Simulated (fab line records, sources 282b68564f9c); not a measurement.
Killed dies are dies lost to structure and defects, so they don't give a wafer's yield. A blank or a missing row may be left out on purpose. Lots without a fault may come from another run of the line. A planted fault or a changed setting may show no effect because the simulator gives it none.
A sampling plan put to the test | flow rit_cmos | one fab line, 40 faults that these records tell of, each judged on the records of the lots that it struck
The plan is the line's own looks: the steps of the route at which a gauge or an inspection reads the wafer and doesn't change it. A look can be judged if struck wafers have a number there and the file gives its usual mean and standard deviation on fault-free wafers. Caught: at a look after the fault's first step, the mean of the struck wafers lies 4 or more of those standard deviations (sigma) from the usual mean. On the tool: the same test on the tool's own readings at the fault's steps. Another recipe on the struck wafers, or a record that is blank for them alone, also counts as caught.

THE FAULTS, as the simulator had put them in
1. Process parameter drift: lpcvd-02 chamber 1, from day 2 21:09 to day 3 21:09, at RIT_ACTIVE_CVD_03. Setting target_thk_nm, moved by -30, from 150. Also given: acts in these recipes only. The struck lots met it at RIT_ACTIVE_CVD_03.
2. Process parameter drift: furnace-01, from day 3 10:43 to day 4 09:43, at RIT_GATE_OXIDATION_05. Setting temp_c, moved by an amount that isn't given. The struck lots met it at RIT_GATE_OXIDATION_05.
3. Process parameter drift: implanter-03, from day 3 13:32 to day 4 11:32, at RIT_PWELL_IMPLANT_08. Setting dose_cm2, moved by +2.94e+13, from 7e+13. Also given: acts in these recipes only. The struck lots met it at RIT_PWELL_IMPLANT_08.
4. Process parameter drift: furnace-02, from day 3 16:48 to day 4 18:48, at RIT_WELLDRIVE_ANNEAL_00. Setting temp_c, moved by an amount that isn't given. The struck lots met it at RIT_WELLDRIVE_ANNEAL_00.
5. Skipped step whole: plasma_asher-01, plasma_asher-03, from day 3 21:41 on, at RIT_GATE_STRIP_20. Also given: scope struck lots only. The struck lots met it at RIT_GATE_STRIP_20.
6. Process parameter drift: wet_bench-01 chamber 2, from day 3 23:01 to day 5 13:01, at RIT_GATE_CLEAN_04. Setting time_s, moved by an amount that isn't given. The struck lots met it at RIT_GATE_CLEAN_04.
7. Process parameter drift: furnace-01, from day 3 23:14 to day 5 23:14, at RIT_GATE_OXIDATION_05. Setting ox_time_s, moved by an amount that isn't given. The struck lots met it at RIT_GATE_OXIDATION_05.
8. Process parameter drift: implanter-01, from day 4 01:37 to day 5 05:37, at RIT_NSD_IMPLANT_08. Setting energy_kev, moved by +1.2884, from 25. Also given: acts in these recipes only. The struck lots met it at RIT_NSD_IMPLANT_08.
9. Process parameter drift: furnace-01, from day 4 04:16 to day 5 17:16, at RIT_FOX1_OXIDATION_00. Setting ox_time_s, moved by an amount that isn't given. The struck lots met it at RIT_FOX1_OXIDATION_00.
10. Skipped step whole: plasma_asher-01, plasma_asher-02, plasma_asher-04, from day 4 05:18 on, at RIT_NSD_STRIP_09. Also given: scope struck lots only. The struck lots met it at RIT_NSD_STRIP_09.
11. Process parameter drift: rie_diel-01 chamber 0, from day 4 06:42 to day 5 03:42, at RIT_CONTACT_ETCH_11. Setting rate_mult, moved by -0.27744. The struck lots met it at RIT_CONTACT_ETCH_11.
12. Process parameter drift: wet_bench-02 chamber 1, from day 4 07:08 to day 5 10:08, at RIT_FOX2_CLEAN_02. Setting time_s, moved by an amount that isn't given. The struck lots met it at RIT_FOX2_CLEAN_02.
13. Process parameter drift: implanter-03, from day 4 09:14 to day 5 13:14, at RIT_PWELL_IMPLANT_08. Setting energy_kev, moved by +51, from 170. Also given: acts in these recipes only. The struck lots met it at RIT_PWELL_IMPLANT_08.
14. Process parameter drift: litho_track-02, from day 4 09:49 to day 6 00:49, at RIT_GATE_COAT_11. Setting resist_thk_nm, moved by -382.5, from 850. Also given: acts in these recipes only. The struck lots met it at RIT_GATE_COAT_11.
15. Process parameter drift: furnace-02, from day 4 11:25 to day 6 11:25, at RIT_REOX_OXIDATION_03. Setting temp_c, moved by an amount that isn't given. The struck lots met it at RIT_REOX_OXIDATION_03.
16. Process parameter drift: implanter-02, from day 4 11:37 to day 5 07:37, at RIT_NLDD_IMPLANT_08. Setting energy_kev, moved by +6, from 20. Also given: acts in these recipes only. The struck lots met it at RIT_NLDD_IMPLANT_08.
17. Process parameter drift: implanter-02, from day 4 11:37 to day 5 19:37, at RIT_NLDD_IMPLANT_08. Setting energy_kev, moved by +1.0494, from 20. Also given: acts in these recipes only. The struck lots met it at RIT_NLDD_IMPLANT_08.
18. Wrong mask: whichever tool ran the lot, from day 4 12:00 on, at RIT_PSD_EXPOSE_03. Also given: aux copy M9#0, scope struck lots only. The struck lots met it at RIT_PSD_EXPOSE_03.
19. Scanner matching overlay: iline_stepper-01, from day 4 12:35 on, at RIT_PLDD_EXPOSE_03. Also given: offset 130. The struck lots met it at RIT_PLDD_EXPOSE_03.
20. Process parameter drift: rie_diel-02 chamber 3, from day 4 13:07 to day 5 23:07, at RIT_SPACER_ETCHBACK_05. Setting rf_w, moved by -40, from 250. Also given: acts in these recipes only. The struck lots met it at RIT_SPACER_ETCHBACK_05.
21. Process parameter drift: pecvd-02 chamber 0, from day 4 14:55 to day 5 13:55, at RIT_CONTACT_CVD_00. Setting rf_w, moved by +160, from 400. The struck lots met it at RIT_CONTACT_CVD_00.
22. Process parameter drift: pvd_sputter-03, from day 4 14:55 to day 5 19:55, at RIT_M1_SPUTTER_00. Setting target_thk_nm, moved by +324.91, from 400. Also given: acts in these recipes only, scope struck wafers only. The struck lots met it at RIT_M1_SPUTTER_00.
23. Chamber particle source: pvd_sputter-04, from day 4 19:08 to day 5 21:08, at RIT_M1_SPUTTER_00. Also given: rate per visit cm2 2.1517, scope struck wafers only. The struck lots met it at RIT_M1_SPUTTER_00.
24. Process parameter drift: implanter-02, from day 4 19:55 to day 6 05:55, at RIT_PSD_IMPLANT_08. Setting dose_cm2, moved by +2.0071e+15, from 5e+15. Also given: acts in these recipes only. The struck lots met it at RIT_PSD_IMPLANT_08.
25. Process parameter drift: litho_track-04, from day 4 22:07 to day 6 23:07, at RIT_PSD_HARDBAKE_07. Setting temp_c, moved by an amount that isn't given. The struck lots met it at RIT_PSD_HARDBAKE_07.
26. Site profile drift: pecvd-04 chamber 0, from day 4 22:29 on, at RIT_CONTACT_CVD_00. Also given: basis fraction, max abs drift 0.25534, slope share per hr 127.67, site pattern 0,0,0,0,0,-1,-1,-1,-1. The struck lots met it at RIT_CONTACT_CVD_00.
27. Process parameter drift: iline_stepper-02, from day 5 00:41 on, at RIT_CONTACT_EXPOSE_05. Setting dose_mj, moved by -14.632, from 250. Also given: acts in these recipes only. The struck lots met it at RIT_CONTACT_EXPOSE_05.
28. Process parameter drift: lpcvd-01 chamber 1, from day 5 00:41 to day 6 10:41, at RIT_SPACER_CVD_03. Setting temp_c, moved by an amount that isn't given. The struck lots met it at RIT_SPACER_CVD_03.
29. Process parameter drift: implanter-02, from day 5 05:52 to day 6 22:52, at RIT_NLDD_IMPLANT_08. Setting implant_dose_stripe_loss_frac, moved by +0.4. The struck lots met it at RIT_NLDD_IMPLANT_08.
30. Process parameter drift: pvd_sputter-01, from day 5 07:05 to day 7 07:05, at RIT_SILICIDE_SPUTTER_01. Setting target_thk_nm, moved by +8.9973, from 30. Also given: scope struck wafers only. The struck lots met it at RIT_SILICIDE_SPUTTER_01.
31. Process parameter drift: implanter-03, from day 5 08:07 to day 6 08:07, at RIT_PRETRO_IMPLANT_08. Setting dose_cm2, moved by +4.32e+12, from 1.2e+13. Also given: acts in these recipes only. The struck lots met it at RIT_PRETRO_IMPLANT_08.
32. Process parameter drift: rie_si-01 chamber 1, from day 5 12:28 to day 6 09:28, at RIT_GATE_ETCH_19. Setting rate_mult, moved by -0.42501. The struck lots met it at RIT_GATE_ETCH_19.
33. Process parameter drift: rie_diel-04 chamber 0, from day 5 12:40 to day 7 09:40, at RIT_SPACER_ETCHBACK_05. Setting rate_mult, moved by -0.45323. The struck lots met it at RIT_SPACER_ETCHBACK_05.
34. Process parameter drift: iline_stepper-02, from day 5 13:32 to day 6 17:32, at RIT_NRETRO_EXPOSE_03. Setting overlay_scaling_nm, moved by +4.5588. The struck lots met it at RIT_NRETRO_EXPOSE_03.
35. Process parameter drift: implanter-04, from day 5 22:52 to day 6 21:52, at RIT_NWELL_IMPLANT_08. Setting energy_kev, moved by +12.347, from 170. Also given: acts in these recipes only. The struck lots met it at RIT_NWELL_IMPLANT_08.
36. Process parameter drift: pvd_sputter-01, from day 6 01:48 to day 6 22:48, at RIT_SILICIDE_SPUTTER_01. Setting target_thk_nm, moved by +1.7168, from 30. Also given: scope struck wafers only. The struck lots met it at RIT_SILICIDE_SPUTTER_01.
37. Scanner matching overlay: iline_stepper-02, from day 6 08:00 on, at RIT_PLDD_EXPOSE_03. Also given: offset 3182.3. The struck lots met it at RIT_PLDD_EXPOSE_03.
38. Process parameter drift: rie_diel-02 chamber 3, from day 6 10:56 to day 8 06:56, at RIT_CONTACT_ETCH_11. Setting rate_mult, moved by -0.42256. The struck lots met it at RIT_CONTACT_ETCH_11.
39. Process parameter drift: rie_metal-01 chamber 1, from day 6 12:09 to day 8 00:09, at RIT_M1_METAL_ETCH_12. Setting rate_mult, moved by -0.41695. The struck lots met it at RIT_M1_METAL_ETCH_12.
40. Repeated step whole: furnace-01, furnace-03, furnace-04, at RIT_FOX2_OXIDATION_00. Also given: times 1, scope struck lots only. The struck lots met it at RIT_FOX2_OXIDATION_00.

WHAT THE PLAN SAW
fault | on the tool itself                               | first look that catches it                      | reading, sigma                                          | median hours from its first step to that look | hours from the fault's start to the first struck lot there | judged looks passed uncaught
1     | under 2 sigma                                    | RIT_ACTIVE_THK_MEAS_04                          | ACTIVE_NITRIDE_THK -21                                  | 1.4                                           | 23                                                         | 0
2     | spike_tc_centre_C -10 sigma                      | RIT_GATE_THK_MEAS_07                            | GATE_OXIDE_THK -6.6                                     | 2.0                                           | 6                                                          | 0
3     | dose_ions_cm2 +99 or beyond sigma                | RIT_PWELL_TW_MEAS_10                            | PWELL_TW +9.9                                           | 0.3                                           | 3                                                          | 0
4     | spike_tc_centre_C -30 sigma                      | RIT_WELLDRIVE_RS_MEAS_01                        | NWELL_RS +63                                            | 5.1                                           | 18                                                         | 0
5     | no reading that can be judged                    | not the one look that can be judged after it    | -                                                       | -                                             | -                                                          | 1
6     | run_length_s +68 sigma                           | RIT_FOX2_THK_MEAS_91                            | FIELD_OXIDE_LEFT_2_THK -4.5                             | 0.0                                           | 2                                                          | 0
7     | under 2 sigma                                    | not the one look that can be judged after it    | strongest: GATE_OXIDE_THK at RIT_GATE_THK_MEAS_07, -3.5 | -                                             | -                                                          | 1
8     | beam_energy_keV +99 or beyond sigma              | no look after it can be judged                  | -                                                       | -                                             | -                                                          | 0
9     | no reading that can be judged                    | RIT_FOX1_THK_MEAS_01                            | FOX1_OXIDE_THK +6.6                                     | 1.3                                           | 7                                                          | 0
10    | the tool's record is blank for the struck wafers | RIT_PSD_TW_MEAS_10                              | PSD_TW -81                                              | 1.8                                           | 3                                                          | 0
11    | under 2 sigma                                    | not the one look that can be judged after it    | -                                                       | -                                             | -                                                          | 1
12    | run_length_s +99 or beyond sigma                 | RIT_FOX2_THK_MEAS_90                            | FIELD_OXIDE_LEFT_1_THK -5.2                             | 0.9                                           | 21                                                         | 0
13    | beam_energy_keV +99 or beyond sigma              | RIT_WELLDRIVE_RS_MEAS_02                        | PWELL_RS -11                                            | 5.6                                           | 17                                                         | 0
14    | under 2 sigma                                    | RIT_GATE_CD_MEAS_16                             | cd_nm -26                                               | 0.7                                           | 5                                                          | 0
15    | tube_center_temp_C -99 or beyond sigma           | RIT_REOX_THK_MEAS_04                            | REOX_OXIDE_THK -33                                      | 2.6                                           | 13                                                         | 0
16    | beam_energy_keV +99 or beyond sigma              | RIT_NLDD_TW_MEAS_10                             | NLDD_TW +5.6                                            | 0.3                                           | 8                                                          | 0
17    | beam_energy_keV +99 or beyond sigma              | no look after it can be judged                  | -                                                       | -                                             | -                                                          | 0
18    | under 2 sigma                                    | RIT_PSD_TW_MEAS_10                              | PSD_TW -81                                              | 1.0                                           | 2                                                          | 0
19    | under 2 sigma                                    | RIT_PLDD_OVL_MEAS_06                            | PLDD_OVL +92                                            | 0.4                                           | 8                                                          | 0
20    | rf_fwd_power_W -48 sigma                         | none of the 7 looks that can be judged after it | -                                                       | -                                             | -                                                          | 7
21    | rf_fwd_power_W +92 sigma                         | RIT_CONTACT_THK_MEAS_01                         | CONTACT_TEOS_THK +6.0                                   | 0.1                                           | 5                                                          | 0
22    | under 2 sigma                                    | RIT_M1_RS_MEAS_01                               | M1_AL_RS -40                                            | 0.3                                           | 3                                                          | 0
23    | under 2 sigma                                    | not the one look that can be judged after it    | -                                                       | -                                             | -                                                          | 1
24    | dose_ions_cm2 +99 or beyond sigma                | RIT_SDANNEAL_RS_MEAS_04                         | PSD_RS -12                                              | 0.8                                           | 7                                                          | 0
25    | heater_power_total_W -99 or beyond sigma         | no look after it can be judged                  | -                                                       | -                                             | -                                                          | 0
26    | under 2 sigma                                    | RIT_CONTACT_THK_MEAS_01                         | CONTACT_TEOS_THK -7.8                                   | 0.1                                           | 7                                                          | 0
27    | exposure_dose_mJ_cm2 -52 sigma                   | RIT_CONTACT_CD_MEAS_08                          | cd_nm -5.4                                              | 0.5                                           | 4                                                          | 0
28    | susceptor_temp_C +41 sigma                       | RIT_SPACER_THK_MEAS_04                          | SPACER_NITRIDE_THK +38                                  | 1.9                                           | 5                                                          | 0
29    | under 2 sigma                                    | RIT_NLDD_TW_MEAS_10                             | NLDD_TW -5.5                                            | 0.3                                           | 10                                                         | 0
30    | under 2 sigma                                    | RIT_SILICIDE_RS_MEAS_02                         | SILICIDE_TI_RS -16                                      | 0.2                                           | 4                                                          | 0
31    | dose_ions_cm2 +99 or beyond sigma                | RIT_PRETRO_TW_MEAS_10                           | PRETRO_TW +15                                           | 0.3                                           | 3                                                          | 0
32    | oes_product_au -11 sigma                         | no look after it can be judged                  | -                                                       | -                                             | -                                                          | 0
33    | oes_product_au -13 sigma                         | no look after it can be judged                  | -                                                       | -                                             | -                                                          | 0
34    | no reading that can be judged                    | not the one look that can be judged after it    | strongest: NRETRO_OVL at RIT_NRETRO_OVL_MEAS_06, -3.0   | -                                             | -                                                          | 1
35    | beam_energy_keV +99 or beyond sigma              | no look after it can be judged                  | -                                                       | -                                             | -                                                          | 0
36    | under 2 sigma                                    | RIT_SILICIDE_THK_MEAS_03                        | SILICIDE_TI_THK +4.2                                    | 0.3                                           | 5                                                          | 1
37    | no reading that can be judged                    | RIT_PLDD_OVL_MEAS_06                            | PLDD_OVL +99 or beyond                                  | 0.4                                           | 10                                                         | 0
38    | only faintly: oes_product_au -3.0 sigma          | no look after it can be judged                  | -                                                       | -                                             | -                                                          | 0
39    | oes_product_au -4.3 sigma                        | not the one look that can be judged after it    | strongest: cd_nm at RIT_M1_CD_MEAS_90, +2.8             | -                                             | -                                                          | 1
40    | no reading that can be judged                    | RIT_FOX2_THK_MEAS_01                            | FOX2_OXIDE_THK +29                                      | 3.4                                           | -                                                          | 0
A dash: the fault isn't caught, or these records don't give the number.

Caught at a look: 26 of 40. Caught on the tool: 22 of 40. By one or the other: 34 of 40.
Caught on the tool alone: faults 8, 17, 20, 25, 32, 33, 35, 39.
Caught at a look alone: faults 1, 9, 14, 18, 19, 22, 26, 29, 30, 36, 37, 40.
Caught by neither: faults 5, 7, 11, 23, 34, 38.

THINNER SAMPLING
If the look that catches a fault measured only every second or every third lot, by lot number, the first struck lot would be measured this late in the worst case:
fault | struck lots at that look, in order of time | every lot | every second lot | every third lot
1     | L624                                       | 23 h      | may miss it      | may miss it
2     | L849, L851, L852                           | 6 h       | 17 h             | may miss all 3
3     | L821, L822                                 | 3 h       | 9 h              | may miss all 2
4     | L799, L800                                 | 18 h      | 24 h             | may miss all 2
6     | L633                                       | 2 h       | may miss it      | may miss it
9     | L882, L887                                 | 7 h       | 31 h             | may miss all 2
10    | L563, L564, L565                           | 3 h       | 7 h              | 9 h
12    | L884                                       | 21 h      | may miss it      | may miss it
13    | L746, L747                                 | 17 h      | 23 h             | may miss all 2
14    | L853, L857                                 | 5 h       | may miss all 2   | may miss all 2
15    | L685, L686                                 | 13 h      | 18 h             | may miss all 2
16    | L847, L848                                 | 8 h       | 9 h              | may miss all 2
18    | L972                                       | 2 h       | may miss it      | may miss it
19    | L611, L612, L613                           | 8 h       | 9 h              | 15 h
21    | L451, L454                                 | 5 h       | 20 h             | may miss all 2
22    | L133                                       | 3 h       | may miss it      | may miss it
24    | L599, L600                                 | 7 h       | 9 h              | may miss all 2
26    | L690, L693                                 | 7 h       | 23 h             | may miss all 2
27    | L542, L543                                 | 4 h       | 6 h              | may miss all 2
28    | L674, L675                                 | 5 h       | 11 h             | may miss all 2
29    | L391, L392                                 | 10 h      | 16 h             | may miss all 2
30    | L811, L813                                 | 4 h       | may miss all 2   | may miss all 2
31    | L950, L951, L952                           | 3 h       | 8 h              | 13 h
36    | L181, L183                                 | 5 h       | may miss all 2   | may miss all 2
37    | L321, L322                                 | 10 h      | 16 h             | may miss all 2
Hours are from the fault's start to the first struck lot that is measured. The limit of 4 sigma was tested on all struck wafers together, so one lot alone may lie under it. Other struck lots may not be in these records.

THE LONGEST TIMED WAY FROM STEP TO LOOK
Fault 13: a median of 5.6 hours passes between RIT_PWELL_IMPLANT_08 and RIT_WELLDRIVE_RS_MEAS_02. No look between them can be judged.
